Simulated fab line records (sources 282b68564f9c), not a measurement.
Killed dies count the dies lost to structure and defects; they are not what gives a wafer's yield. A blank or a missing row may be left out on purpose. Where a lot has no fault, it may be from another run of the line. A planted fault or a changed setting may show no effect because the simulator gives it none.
fab line records | flow ritCmos
record lots=15 wafers=45 lastDay=8
route steps=202 shown ACTIVE@2 NWELL@34 PRETRO@70 PSD@148
lots with no fault: from the same line, run without faults
startH: start of the lot's first displayed wafer, in hours after the record's first day | waitH: hours elapsed since this lot's preceding step | " repeats the value in the row above | L1.1+2: a row that stands for several wafers | - no value, or no start was given | * or withheld: withheld | < > ~ a bound
route shown NAME@n: names a module that has steps shown in the file, with the first one's number in the route | usual: mean/standard deviation taken from wafers without a fault | same: alike in all rows | chamber/n: place in a boat | sites: the reading at each site | _std_site: standard deviation across them | _edge_site: outer sites' mean less inner sites' | radiusMm: how far each site lies from the wafer's centre | mask NAME#n: copy n | behind: tool/chamber where the wafer was last shaped | hold: reason for holding the lot/hours on hold/outcome of the hold | device: whichever transistor did not switch (one of n, p or np) | end of line: at the end of the route, the tests of the same wafers | a step without rows: its recipe alone | killed: not the wafer's yield, but the dies lost to structure and defects at the first sort | map: a wafer's dies, marking killed ones x, the rest . and places with no die _
set.NAME: setting as actually run; set.NAME@STEP: the setting as run at that earlier step | model.NAME: the simulator's own value behind a step, which no gauge read
a sample of lots followed through the steps of the route, with each step as a table and each wafer as a row
services: from which hour (startH, from the record's first day; less than 0 if before it) a tool's chamber was out of use, for how many hours, and why
## steps
# step RIT_ACTIVE_OXIDATION_01
# recipe tempC=1007 ambient=O2 targetThkA=468 oxTimeS=3360
# usual oxTempC=1007.0/0.46 oxTempCMax=1012.9/1.9
# columns lot.wafer tool chamber startH waitH oxTempC oxTempCMax
L384.3 furnace-04 0 10.12 0.1 1007.3 1013.2
L384.4 " 0 " " 1007.8 1015.9
L384.5 " 0 " " 1007.9 1013.4
L385.4 furnace-03 0 15.98 0.9 1006.9 1010.8
L385.5 " 0 " " 1006.6 1010.9
L385.6 " 0 " " 1006.9 1011.2
L388.2 furnace-03 0 32.56 2.5 1007.3 1011.3
L388.3 " 0 " " 1007.2 1011.3
L388.4 " 0 " " 1007.6 1011.3
L389.1 furnace-03 - 35.12 0.1 - -
L389.4 " - " " - -
L389.5 " - " " - -
L390.1 furnace-01 - 40.93 0.9 - -
L390.2 " - " " - -
L390.4 " - " " - -
L391.1 furnace-03 - 46.06 1.0 - -
L391.2 " - " " - -
L391.6 " - " " - -
L392.2 furnace-03 0 50.12 0.1 1007.2 1010.7
L392.5 " 0 " " 1006.9 1011.2
L392.6 " 0 " " 1007.5 1011.4
L398.1 furnace-04 0 81.15 1.1 1006.5 1013.2
L398.4 " 0 " " 1006.2 1013.7
L398.6 " 0 " " 1007.4 1014.6
L399.2 furnace-04 0 85.89 0.8 1006.4 1013.2
L399.4 " 0 " " 1007.0 1013.3
L399.5 " 0 " " 1007.5 1017.9
L400.1 furnace-01 0 90.49 0.5 1007.3 1015.0
L400.2 " 0 " " 1007.6 1013.7
L400.4 " 0 " " 1006.8 1013.1
L401.1 furnace-03 0 96.18 1.2 1007.5 1012.2
L401.5 " 0 " " 1006.6 1011.2
L401.6 " 0 " " 1006.7 1010.0
L403.1 furnace-04 0 105.12 0.1 1006.4 1014.0
L403.5 " 0 " " 1006.7 1012.6
L403.6 " 0 " " 1007.2 1013.7
L404.1 furnace-01 0 110.82 0.8 1007.7 1013.0
L404.2 " 0 " " 1006.6 1014.1
L404.6 " 0 " " 1007.4 1013.8
L406.1 furnace-03 0 120.17 0.1 1007.4 1012.8
L406.3 " 0 " " 1007.4 1012.6
L406.5 " 0 " " 1007.9 1011.8
L407.1 furnace-03 0 125.99 1.0 1006.7 1010.4
L407.3 " 0 " " 1006.6 1011.7
L407.4 " 0 " " 1006.3 1010.5
# step RIT_NWELL_OVL_MEAS_06
# usual NWELL_OVL=-0.2/1.5
# columns lot.wafer tool chamber startH waitH NWELL_OVL[nm]
L384.3 overlay-01 - 22.71 - -1.3
L384.4 " - " " 1.0
L384.5 " - " " 0.6
L385.4 overlay-01 - 26.71 - 1.4
L385.5 " - " " 0.4
L385.6 " - " " 1.1
L388.2 overlay-02 - 46.00 - 1.5
L388.3 " - " " 1.3
L388.4 " - " " 1.0
L392.2 overlay-01 - 62.39 - 2.2
L392.5 " - " " 2.1
L392.6 " - " " 3.8
L398.1 overlay-02 - 92.73 - -2.0
L398.4 " - " " -1.3
L398.6 " - " " -1.3
L399.2 overlay-01 - 96.25 - -2.2
L399.4 " - " " -3.0
L399.5 " - " " -2.3
L400.1 overlay-01 - 103.42 - -0.3
L400.2 " - " " -0.5
L400.4 " - " " -0.9
L401.1 overlay-02 - 107.51 - -2.7
L401.5 " - " " -3.6
L401.6 " - " " -3.0
L403.1 overlay-02 - 117.02 - 0.6
L403.5 " - " " 1.9
L403.6 " - " " -0.1
L404.1 overlay-02 - 121.30 - -0.7
L404.2 " - " " 0.2
L404.6 " - " " 0.1
L406.1 overlay-01 - 133.76 - -1.3
L406.3 " - " " -2.6
L406.5 " - " " -1.6
L407.1 overlay-01 - 141.27 - 1.4
L407.3 " - " " 1.3
L407.4 " - " " -0.2
# step RIT_PRETRO_OVL_MEAS_06
# usual PRETRO_OVL=-1.0/1.4
# columns lot.wafer tool chamber startH waitH PRETRO_OVL[nm]
L384.3 overlay-01 - 32.86 - -1.9
L384.4 " - " " -1.1
L384.5 " - " " 0.0
L385.4 overlay-01 - 37.17 - 0.1
L385.5 " - " " -1.1
L385.6 " - " " -1.3
L388.2 overlay-02 - 56.17 - -1.4
L388.3 " - " " -0.4
L388.4 " - " " -0.7
L392.2 overlay-01 - 73.38 - -0.6
L392.5 " - " " -1.9
L392.6 " - " " -1.7
L398.1 overlay-02 - 103.41 - -0.5
L398.4 " - " " -0.3
L398.6 " - " " 0.4
L399.2 overlay-01 - 106.45 - 1.3
L399.4 " - " " 2.4
L399.5 " - " " 2.1
L400.1 overlay-02 - 113.83 - -1.8
L400.2 " - " " 0.1
L400.4 " - " " -1.2
L401.1 overlay-01 - 118.00 - 0.5
L401.5 " - " " 0.3
L401.6 " - " " 0.4
L403.1 overlay-01 - 127.25 - -0.3
L403.5 " - " " -0.5
L403.6 " - " " -1.9
L404.1 overlay-02 - 131.47 - -3.0
L404.2 " - " " -2.1
L404.6 " - " " -3.6
L406.1 overlay-02 - 146.14 - 0.3
L406.3 " - " " 2.0
L406.5 " - " " 1.1
L407.1 overlay-01 - 152.66 - -1.5
L407.3 " - " " -2.8
L407.4 " - " " -1.4
# step RIT_PSD_OVL_MEAS_06
# usual PSD_OVL=-0.2/1.4
# columns lot.wafer tool chamber startH waitH PSD_OVL[nm]
L384.3 overlay-01 - 51.13 - 1.7
L384.4 " - " " 2.9
L384.5 " - " " 4.1
L385.4 overlay-01 - 55.24 - 1.0
L385.5 " - " " -0.4
L385.6 " - " " 0.6
L388.2 overlay-01 - 74.39 - -2.2
L388.3 " - " " 1.5
L388.4 " - " " 1.4
L392.2 overlay-01 - 91.19 - 2.2
L392.5 " - " " 0.2
L392.6 " - " " -0.8
L398.1 overlay-01 - 120.19 - -3.7
L398.4 " - " " -1.3
L398.6 " - " " -2.4
L399.2 overlay-02 - 124.51 - 0.5
L399.4 " - " " -0.7
L399.5 " - " " -1.1
L400.1 overlay-01 - 131.04 - -0.6
L400.2 " - " " -0.4
L400.4 " - " " -0.9
L401.1 overlay-01 - 134.80 - -0.2
L401.5 " - " " 1.3
L401.6 " - " " 0.2
L403.1 overlay-02 - 151.52 - 0.6
L403.5 " - " " 1.4
L403.6 " - " " 0.2
L404.1 overlay-02 - 155.10 - -1.3
L404.2 " - " " -0.7
L404.6 " - " " -0.5
L406.1 overlay-01 - 165.04 - -0.9
L406.3 " - " " -2.1
L406.5 " - " " -1.8
L407.1 overlay-02 - 173.45 - -0.5
L407.3 " - " " -0.3
L407.4 " - " " -1.4
## services
# columns tool chamber startH hours kind
furnace-03 - -7.54 3.0 pm
furnace-04 - 15.93 3.4 pm
## key
firstSign step=RIT_ACTIVE_OXIDATION_01 reading=toolRecord direction=missing
effect none on later readings
metAt RIT_ACTIVE_OXIDATION_01
struckLots L389,L390,L391
laterRowsLeftOut L389.1,L389.4,L389.5,L390.1,L390.2,L390.4,L391.1,L391.2,L391.6
sortLeftOut L389.1,L389.4,L389.5,L390.1,L390.2,L390.4,L391.1,L391.2,L391.6
testerLeftOut L389,L390,L391
notActingAt RIT_NWELL_OVL_MEAS_06,RIT_PRETRO_OVL_MEAS_06,RIT_PSD_OVL_MEAS_06
onsetBetween 32.56 35.12
fault kind=skippedStepWhole tool=furnace-01,furnace-03 chamber=- onsetH=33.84 steps=RIT_ACTIVE_OXIDATION_01 scope=struckLotsOnly
# testerLeftOut: of these lots the tester's yield and bins aren't shown, on N5 and GAA mostly nor the transistor test; their killed dies are dies lost to structure and defects alone, not to doping, threshold or leakage, so they don't give the yield
# sortLeftOut: the simulated sort isn't trusted on such a fault, so these wafers' sort isn't shown, and their yield isn't known
# laterRowsLeftOut: the simulator's readings of these wafers behind a module that went badly wrong aren't trusted and aren't shown, but for the sort
